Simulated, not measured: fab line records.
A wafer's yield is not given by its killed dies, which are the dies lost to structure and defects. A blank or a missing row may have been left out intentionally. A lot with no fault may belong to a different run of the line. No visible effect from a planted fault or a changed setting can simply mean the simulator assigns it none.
Comparing a struck lot with a sound one    flow rit cmos    16 out of 202 route steps
Sound: wafers L827.2, L827.3, L827.4. Struck: wafers L836.1, L836.3, L836.6. The cause comes at the end.
For every step that has rows: the tool of each side, followed by ch and its chambers, followed by its first start. Under that, the readings that differ: sound wafers    struck wafers    difference of the means    sigmas: that difference in standard deviations of wafers without a fault.
alike: readings with means less than 2 such deviations apart, plus words and numbers identical on both sides. not compared: withheld readings, readings lacking a value on some wafer, bounds such as >300 that could conceal the same value, and numbers that have no deviation in the record and whose values overlap.
Wherever a step has rows on one side only, a row that says differs or no value, or a row with sigmas, the two part there. Numbers that don't overlap but have no deviation are shown without sigmas and don't part them. A reading missing from all wafers of one side parts the sides only when that side holds two or more wafers.

first, 2 steps without rows for these wafers: RIT_NRETRO_HARDBAKE_07 (time 120 s); RIT_NRETRO_IMPLANT_08.
RIT_NRETRO_STRIP_09: strips in O2, time 180 s.
  sound on plasma asher-02 ch 0,1, day 2 21:16; struck on plasma asher-01 ch 1, day 4 17:32
  alike: drypump motor current A, o2 flow sccm
  not compared: rf hours counter h
RIT_NRETRO_TW_MEAS_10:
  sound on film metro-03, day 2 21:28; struck on film metro-02, day 4 17:43
  alike: NRETRO_TW
then, 6 steps without rows for these wafers: RIT_PRETRO_HMDS_00 (prime time 60 s); RIT_PRETRO_COAT_01 (resist thk 1300 nm); RIT_PRETRO_SOFTBAKE_02 (time 60 s); RIT_PRETRO_EXPOSE_03 (exposes mask M5, target cd 43700 nm); RIT_PRETRO_PEB_04; RIT_PRETRO_DEVELOP_05 (develop time 68 s).
RIT_PRETRO_OVL_MEAS_06:
  sound on overlay-02, day 2 22:37; struck on overlay-02, day 4 18:40
  alike: PRETRO_OVL
then, 1 step without rows for these wafers: RIT_PRETRO_HARDBAKE_07 (time 120 s).
RIT_PRETRO_IMPLANT_08:
  sound on implanter-04 ch 0, day 2 22:55; struck on implanter-04 ch 0, day 4 18:56
reading                    sound              struck             difference  sigmas
implant ion amu            11 11 11           49 49 49           +38         
model.implant.rp nm (nm)   148.4 148.4 148.4  34.34 34.34 34.34  -114.06     
model.implant.drp nm (nm)  55.07 55.07 55.07  17.23 17.23 17.23  -37.84      
  alike: faraday current uA
RIT_PRETRO_STRIP_09: strips in O2, time 180 s.
  sound on plasma asher-03 ch 0,1, day 2 23:02; struck on plasma asher-03 ch 0,1, day 4 19:05
  alike: drypump motor current A, o2 flow sccm
  not compared: rf hours counter h
RIT_PRETRO_TW_MEAS_10:
  sound on film metro-01, day 2 23:14; struck on film metro-01, day 4 19:29
reading    sound        struck       difference  sigmas
PRETRO_TW  481 479 478  800 799 800  +320        +92
  not compared: hold
RIT_M1_PROBE_99:
  rows exist in the record for the sound wafers here (prober-02, day 4 00:05), none for the struck ones

## WHERE THEY PART
Earliest at RIT_PRETRO_TW_MEAS_10; latest, in this record, at RIT_M1_PROBE_99.

WHY: the cause the simulator had injected
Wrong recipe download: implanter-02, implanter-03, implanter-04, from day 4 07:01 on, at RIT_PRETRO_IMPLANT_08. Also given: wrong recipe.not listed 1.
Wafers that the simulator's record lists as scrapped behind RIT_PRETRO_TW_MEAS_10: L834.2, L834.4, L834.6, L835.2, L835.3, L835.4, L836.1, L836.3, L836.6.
